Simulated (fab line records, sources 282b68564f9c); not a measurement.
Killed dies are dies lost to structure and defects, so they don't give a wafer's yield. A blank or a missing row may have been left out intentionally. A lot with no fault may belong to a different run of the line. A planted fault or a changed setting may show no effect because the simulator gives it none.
fab line records	flow rit_cmos
record: lots: 16	wafers: 48	last_day: 7
route steps=202 shown FOX2@27 PSD@145 SDANNEAL@156 M1@202
lots that met no fault: from a run of the same line without faults
start_h: hours from the record's opening day to when the first of the lot's shown wafers began	wait_h: how many hours have passed since the lot's step before this one	" identical to the entry in the row above	L1.1+2: several wafers, shown together as one row	- no value present, or no start provided	* or withheld: withheld	< > ~ a bound
route shown NAME@n: NAME is a module with steps in the file, n the number in the route of the first one	usual: mean/standard deviation taken from wafers without a fault	same: alike in all rows	chamber/n: place in a boat	sites: each site's reading	_std_site: standard deviation of those values	_edge_site: the outer-site mean with the inner-site mean subtracted	radius_mm: for every site, how far away it sits from the centre of the wafer	mask NAME#n: copy n	behind: tool/chamber where the wafer was last shaped	hold: reason for holding the lot/hours on hold/outcome of the hold	device: names the non-switching transistor (n, p or np)	end of line: tests of these same wafers at the route's end	a step given without rows: its recipe and nothing more	killed: not the wafer's yield, but the dies lost to structure and defects at the first sort	map: dies across one wafer; x = killed, . = not, _ = none there
set.NAME: the setting as run; set.NAME@STEP: as run at that earlier step	model.NAME: the simulator's own value behind a step, which no gauge read
steps of the route over a sample of lots; a table a step, a row a wafer
services: when a tool's chamber went out of use (start_h, in hours from the record's first day, below 0 if earlier), for how many hours, and the reason
== steps ==
step: RIT_FOX2_THK_MEAS_90
recipe: reads: SiO2_of_FOX2_OXIDATION_00
usual: FIELD_OXIDE_LEFT_1_THK: 322/7.4
lot.wafer	tool	chamber	start_h	wait_h	FIELD_OXIDE_LEFT_1_THK[nm]
L899.1	film_metro-04	-	20.70	0.0	307
L899.2	"	-	"	"	304
L899.3	"	-	"	"	299
L900.2	film_metro-01	-	24.44	0.0	317
L900.3	"	-	"	"	322
L900.4	"	-	"	"	319
L901.1	film_metro-01	-	31.01	0.0	329
L901.2	"	-	"	"	328
L901.5	"	-	"	"	326
L905.1	film_metro-01	-	49.23	0.0	335
L905.2	"	-	"	"	332
L905.6	"	-	"	"	334
L906.1	film_metro-01	-	55.47	0.0	334
L906.3	"	-	"	"	330
L906.4	"	-	"	"	322
L908.1	film_metro-03	-	64.95	0.0	319
L908.4	"	-	"	"	323
L908.5	"	-	"	"	321
L909.1	film_metro-01	-	69.31	0.0	314
L909.3	"	-	"	"	316
L909.5	"	-	"	"	316
L910.1	film_metro-01	-	74.31	0.0	318
L910.4	"	-	"	"	318
L910.5	"	-	"	"	320
L911.1	film_metro-04	-	79.67	0.0	325
L911.3	"	-	"	"	332
L911.4	"	-	"	"	330
L914.1	film_metro-01	-	95.07	0.0	325
L914.4	"	-	"	"	321
L914.6	"	-	"	"	321
L915.2	film_metro-01	-	99.32	0.0	323
L915.3	"	-	"	"	314
L915.4	"	-	"	"	317
L916.2	film_metro-04	-	104.50	0.0	323
L916.3	"	-	"	"	328
L916.6	"	-	"	"	327
L917.2	film_metro-04	-	109.35	0.0	325
L917.4	"	-	"	"	329
L917.5	"	-	"	"	328
L918.1	film_metro-01	-	114.63	0.0	318
L918.2	"	-	"	"	321
L918.6	"	-	"	"	316
L920.2	film_metro-01	-	124.21	0.0	323
L920.3	"	-	"	"	319
L920.4	"	-	"	"	325
L921.1	film_metro-03	-	129.32	0.0	322
L921.4	"	-	"	"	314
L921.5	"	-	"	"	322
step: RIT_PSD_EXPOSE_03
recipe: mask_id: M10	na: 0.57	target_cd_nm: 40900	dose_mj: 250
usual: exposure_dose_mJ_cm2: 250.01/0.22
lot.wafer	tool	chamber	start_h	wait_h	mask	exposure_dose_mJ_cm2
L899.1	iline_stepper-02	0	49.41	0.2	M10#0	250.61
L899.2	"	0	"	"	M10#0	250.22
L899.3	"	0	"	"	M10#0	250.38
L900.2	iline_stepper-02	0	52.34	0.1	M10#0	249.89
L900.3	"	0	"	"	M10#0	249.65
L900.4	"	0	"	"	M10#0	249.91
L901.1	iline_stepper-01	0	59.57	0.2	M10#0	249.99
L901.2	"	0	"	"	M10#0	250.16
L901.5	"	0	"	"	M10#0	250.02
L905.1	iline_stepper-01	0	77.24	0.2	M10#0	250.06
L905.2	"	0	"	"	M10#0	250.10
L905.6	"	0	"	"	M10#0	250.18
L906.1	iline_stepper-02	0	83.59	0.2	M10#0	249.99
L906.3	"	0	"	"	M10#0	249.88
L906.4	"	0	"	"	M10#0	250.22
L908.1	iline_stepper-01	0	93.84	0.2	M10#0	249.55
L908.4	"	0	"	"	M10#0	249.96
L908.5	"	0	"	"	M10#0	249.99
L909.1	iline_stepper-01	0	97.81	0.1	M10#0	249.95
L909.3	"	0	"	"	M10#0	249.96
L909.5	"	0	"	"	M10#0	250.02
L910.1	iline_stepper-01	0	102.60	0.1	M10#0	250.06
L910.4	"	0	"	"	M10#0	249.98
L910.5	"	0	"	"	M10#0	249.64
L911.1	iline_stepper-02	0	107.83	0.2	M10#0	250.17
L911.3	"	0	"	"	M10#0	250.11
L911.4	"	0	"	"	M10#0	249.83
L914.1	iline_stepper-02	0	122.65	0.2	M10#0	250.07
L914.4	"	0	"	"	M10#0	250.04
L914.6	"	0	"	"	M10#0	249.97
L915.2	iline_stepper-02	0	127.79	0.1	M10#0	250.06
L915.3	"	0	"	"	M10#0	249.64
L915.4	"	0	"	"	M10#0	250.15
L916.2	iline_stepper-02	0	133.33	0.1	M10#0	249.51
L916.3	"	0	"	"	M10#0	249.88
L916.6	"	0	"	"	M10#0	249.77
L917.2	iline_stepper-02	0	138.65	0.1	M10#0	249.84
L917.4	"	0	"	"	M10#0	250.21
L917.5	"	0	"	"	M10#0	250.20
L918.1	iline_stepper-02	0	143.24	0.1	M10#0	250.17
L918.2	"	0	"	"	M10#0	250.07
L918.6	"	0	"	"	M10#0	250.00
L920.2	iline_stepper-02	0	154.97	0.2	M10#0	249.99
L920.3	"	0	"	"	M10#0	249.96
L920.4	"	0	"	"	M10#0	250.38
L921.1	iline_stepper-02	0	159.99	0.1	M10#0	249.65
L921.4	"	0	"	"	M10#0	249.97
L921.5	"	0	"	"	M10#0	249.80
step: RIT_PSD_OVL_MEAS_06
usual: PSD_OVL: -0.6/1.1
lot.wafer	tool	chamber	start_h	wait_h	PSD_OVL[nm]
L899.1	overlay-01	-	49.81	-	-0.6
L899.2	"	-	"	"	0.1
L899.3	"	-	"	"	0.7
L900.2	overlay-02	-	52.73	-	1.5
L900.3	"	-	"	"	-0.6
L900.4	"	-	"	"	-0.7
L901.1	overlay-02	-	59.97	-	0.5
L901.2	"	-	"	"	-2.1
L901.5	"	-	"	"	-1.3
L905.1	overlay-01	-	77.64	-	-151.3
L905.2	"	-	"	"	-151.8
L905.6	"	-	"	"	-151.1
L906.1	overlay-02	-	83.99	-	0.0
L906.3	"	-	"	"	-0.9
L906.4	"	-	"	"	1.5
L908.1	overlay-01	-	94.24	-	-149.3
L908.4	"	-	"	"	-149.6
L908.5	"	-	"	"	-150.6
L909.1	overlay-02	-	98.21	-	-150.8
L909.3	"	-	"	"	-152.5
L909.5	"	-	"	"	-152.7
L910.1	overlay-01	-	103.00	-	-149.5
L910.4	"	-	"	"	-148.9
L910.5	"	-	"	"	-150.2
L911.1	overlay-02	-	108.23	-	-0.5
L911.3	"	-	"	"	-0.9
L911.4	"	-	"	"	-0.1
L914.1	overlay-01	-	123.05	-	0.3
L914.4	"	-	"	"	0.7
L914.6	"	-	"	"	-0.7
L915.2	overlay-01	-	128.18	-	-1.2
L915.3	"	-	"	"	-1.3
L915.4	"	-	"	"	-0.8
L916.2	overlay-01	-	133.71	-	0.3
L916.3	"	-	"	"	-0.1
L916.6	"	-	"	"	-0.4
L917.2	overlay-02	-	139.04	-	0.2
L917.4	"	-	"	"	1.0
L917.5	"	-	"	"	0.6
L918.1	overlay-01	-	143.64	-	0.9
L918.2	"	-	"	"	0.9
L918.6	"	-	"	"	0.2
L920.2	overlay-01	-	155.36	-	-2.1
L920.3	"	-	"	"	0.1
L920.4	"	-	"	"	-2.5
L921.1	overlay-02	-	160.39	-	0.6
L921.4	"	-	"	"	1.2
L921.5	"	-	"	"	1.5
step: RIT_PSD_STRIP_09
recipe: chemistry: O2	time_s: 180	resist: NOVOLAK	platen_temp_c: withheld	power_w: 500	pressure_mtorr: 4000	o2_flow_sccm: 4000
usual: drypump_motor_current_A: 5.7/0.35
lot.wafer	tool	chamber	start_h	wait_h	drypump_motor_current_A	rf_hours_counter_h
L899.1	plasma_asher-01	0	50.14	0.1	6.1	27
L899.2	"	1	"	"	5.8	27
L899.3	"	0	"	"	6.2	-
L900.2	plasma_asher-02	1	53.06	0.1	5.5	32
L900.3	"	1	"	"	5.5	-
L900.4	"	0	"	"	5.6	-
L901.1	plasma_asher-02	1	60.30	0.1	5.5	33
L901.2	"	0	"	"	5.6	33
L901.5	"	0	"	"	5.6	-
L905.1	plasma_asher-01	1	77.98	0.1	5.8	30
L905.2	"	0	"	"	6.2	30
L905.6	"	1	"	"	5.8	-
L906.1	plasma_asher-04	1	84.33	0.1	5.1	49
L906.3	"	1	"	"	5.1	-
L906.4	"	0	"	"	5.4	-
L908.1	plasma_asher-01	0	94.58	0.1	6.2	32
L908.4	"	0	"	"	6.2	-
L908.5	"	0	"	"	6.2	-
L909.1	plasma_asher-01	0	98.54	0.1	6.2	33
L909.3	"	0	"	"	6.2	-
L909.5	"	1	"	"	5.8	-
L910.1	plasma_asher-02	1	103.33	0.1	5.5	39
L910.4	"	1	"	"	5.5	-
L910.5	"	0	"	"	5.6	-
L911.1	plasma_asher-02	1	108.57	0.1	5.5	40
L911.3	"	1	"	"	5.5	-
L911.4	"	0	"	"	5.6	-
L914.1	plasma_asher-02	1	123.39	0.1	5.5	1
L914.4	"	0	"	"	5.6	-
L914.6	"	0	"	"	5.6	-
L915.2	plasma_asher-01	0	128.51	0.1	6.2	36
L915.3	"	0	"	"	6.1	-
L915.4	"	1	"	"	5.8	-
L916.2	plasma_asher-04	1	134.04	0.1	5.1	55
L916.3	"	1	"	"	5.1	-
L916.6	"	0	"	"	5.4	-
L917.2	plasma_asher-04	0	139.37	0.1	5.4	56
L917.4	"	1	"	"	5.0	-
L917.5	"	0	"	"	5.4	-
L918.1	plasma_asher-04	1	143.98	0.1	5.0	56
L918.2	"	0	"	"	5.4	56
L918.6	"	1	"	"	5.0	-
L920.2	plasma_asher-01	1	155.69	0.1	5.7	39
L920.3	"	1	"	"	5.8	-
L920.4	"	0	"	"	6.2	-
L921.1	plasma_asher-02	1	160.73	0.1	5.5	5
L921.4	"	1	"	"	5.6	-
L921.5	"	0	"	"	5.6	-
step: RIT_SDANNEAL_RTA_03
recipe: temp_c: 1050	time_s: 5	idle_temp_c: 600	ramp_up_c_per_s: 342	ramp_down_c_per_s: 171	cool_to_c: 600	ambient: N2
usual: wafer_temp_C_max: 1053.4/1.2
lot.wafer	tool	chamber	start_h	wait_h	wafer_temp_C_max
L899.1	rtp_anneal-01	0	50.76	0.0	1053.4
L899.2	"	0	"	"	1054.3
L899.3	"	0	"	"	1056.1
L900.2	rtp_anneal-02	0	53.71	0.0	1052.3
L900.3	"	0	"	"	1052.6
L900.4	"	0	"	"	1052.7
L901.1	rtp_anneal-01	0	60.92	0.0	1052.0
L901.2	"	0	"	"	1051.9
L901.5	"	0	"	"	1051.7
L905.1	rtp_anneal-01	0	78.58	0.0	1053.5
L905.2	"	0	"	"	1053.8
L905.6	"	0	"	"	1054.0
L906.1	rtp_anneal-02	0	84.94	0.0	1052.7
L906.3	"	0	"	"	1054.5
L906.4	"	0	"	"	1053.5
L908.1	rtp_anneal-02	0	95.18	0.0	1051.9
L908.4	"	0	"	"	1053.8
L908.5	"	0	"	"	1053.3
L909.1	rtp_anneal-01	0	99.53	0.0	1052.9
L909.3	"	0	"	"	1053.5
L909.5	"	0	"	"	1053.1
L910.1	rtp_anneal-02	0	103.95	0.0	1052.6
L910.4	"	0	"	"	1054.8
L910.5	"	0	"	"	1053.5
L911.1	rtp_anneal-01	0	109.20	0.0	1055.0
L911.3	"	0	"	"	1054.5
L911.4	"	0	"	"	1053.0
L914.1	rtp_anneal-02	0	123.99	0.0	1052.9
L914.4	"	0	"	"	1052.5
L914.6	"	0	"	"	1054.3
L915.2	rtp_anneal-01	0	129.12	0.0	1052.1
L915.3	"	0	"	"	1051.4
L915.4	"	0	"	"	1053.1
L916.2	rtp_anneal-02	0	134.67	0.0	1051.8
L916.3	"	0	"	"	1051.8
L916.6	"	0	"	"	1054.4
L917.2	rtp_anneal-01	0	139.98	0.0	1052.7
L917.4	"	0	"	"	1052.3
L917.5	"	0	"	"	1053.7
L918.1	rtp_anneal-02	0	144.58	0.0	1053.0
L918.2	"	0	"	"	1051.4
L918.6	"	0	"	"	1054.6
L920.2	rtp_anneal-02	0	156.30	0.0	1053.0
L920.3	"	0	"	"	1052.9
L920.4	"	0	"	"	1055.2
L921.1	rtp_anneal-01	0	161.36	0.0	1051.2
L921.4	"	0	"	"	1055.2
L921.5	"	0	"	"	1052.8
step: RIT_M1_PROBE_99
usual: killed_at_contacts: 0.1/0.24	killed_at_front_end: 7/3	killed_dies: 7/3	killed_open: 3.2/1.8	killed_short: 3.5/2.1
same: gross_dies: 264	killed_at_M0_to_M3: 0	killed_at_M4_up: 0	killed_at_back_side: 0	killed_at_other: 0
lot.wafer	tool	chamber	start_h	wait_h	killed_at_contacts	killed_at_front_end	killed_dies	killed_open	killed_short
L916.2	prober-01	-	142.28	0.1	0	15	15	8	7
L916.3	prober-01	-	142.33	0.2	0	12	12	5	7
L916.6	prober-01	-	142.48	0.2	0	7	7	3	4
L917.2	prober-02	-	147.91	0.1	0	7	7	1	6
L917.4	prober-02	-	148.01	0.2	0	4	4	4	0
L917.5	prober-02	-	148.06	0.2	0	13	13	6	7
L918.1	prober-01	-	152.91	0.1	0	9	9	5	4
L918.2	prober-01	-	152.96	0.1	0	6	6	1	5
L918.6	prober-01	-	153.16	0.2	0	3	3	1	2
killed by level:class
L916.2 FOX1:geometric_particle:open=3 REOX:geometric_particle:short=3 FOX1:geometric_particle:short=2 REOX:geometric_particle:open=2 SPACER:geometric_particle:open=2 GATE:geometric_particle:short=1 SPACER:geometric_particle:short=1 SILICIDE:geometric_particle:open=1
L916.3 FOX1:geometric_particle:short=3 FOX1:geometric_particle:open=3 REOX:geometric_particle:short=2 GATE:geometric_particle:short=1 REOX:geometric_particle:open=1 SPACER:geometric_particle:short=1 SILICIDE:geometric_particle:open=1
L916.6 GATE:geometric_particle:open=2 REOX:geometric_particle:short=2 FOX1:geometric_particle:short=1 FOX1:geometric_particle:open=1 GATE:geometric_particle:short=1
L917.2 FOX2:geometric_particle:short=4 GATE:geometric_particle:short=2 FOX2:geometric_particle:open=1
L917.4 GATE:geometric_particle:open=2 FOX2:geometric_particle:open=1 SILICIDE:geometric_particle:open=1
L917.5 GATE:geometric_particle:open=3 GATE:geometric_particle:short=3 FOX1:geometric_particle:short=2 SILICIDE:geometric_particle:open=2 FOX2:geometric_particle:open=1 FOX2:geometric_particle:short=1 REOX:geometric_particle:short=1
L918.1 FOX2:geometric_particle:open=3 SPACER:geometric_particle:open=2 FOX1:geometric_particle:short=1 GATE:geometric_particle:short=1 REOX:geometric_particle:short=1 SPACER:geometric_particle:short=1
L918.2 GATE:geometric_particle:short=2 FOX1:geometric_particle:short=1 GATE:geometric_particle:open=1 REOX:geometric_particle:short=1 SILICIDE:geometric_particle:short=1
L918.6 FOX1:geometric_particle:open=1 FOX2:geometric_particle:short=1 REOX:geometric_particle:short=1
== services ==
tool	chamber	start_h	hours	kind
iline_stepper-01	-	73.18	1.7	pm
iline_stepper-02	-	98.88	1.7	pm
plasma_asher-02	-	108.75	9.0	pm
plasma_asher-02	0	108.75	9.0	vent_cycle
plasma_asher-02	1	108.75	9.0	vent_cycle
plasma_asher-02	0	117.75	-	clean
plasma_asher-02	1	117.75	-	clean
iline_stepper-01	-	132.08	9.8	repair
== key ==
first_sign: step: RIT_PSD_OVL_MEAS_06	reading: PSD_OVL	direction: down	sigmas: 99+	usual: -0.6	struck: -150.7
effect none on later readings
met_at RIT_PSD_EXPOSE_03
struck_lots L905,L908,L909,L910
tester_left_out L905,L908,L909,L910
not_acting_at RIT_FOX2_THK_MEAS_90,RIT_PSD_STRIP_09,RIT_SDANNEAL_RTA_03
onset_between 59.57 77.24
fault: kind: scanner_matching_overlay	tool: iline_stepper-01	chamber: -	onset_h: 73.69	steps: RIT_PSD_EXPOSE_03	offset: -150
tester_left_out: of these lots the tester's yield and bins aren't shown, on N5 and GAA mostly nor the transistor test; their killed dies are dies lost to structure and defects alone, not to doping, threshold or leakage, so they don't give the yield
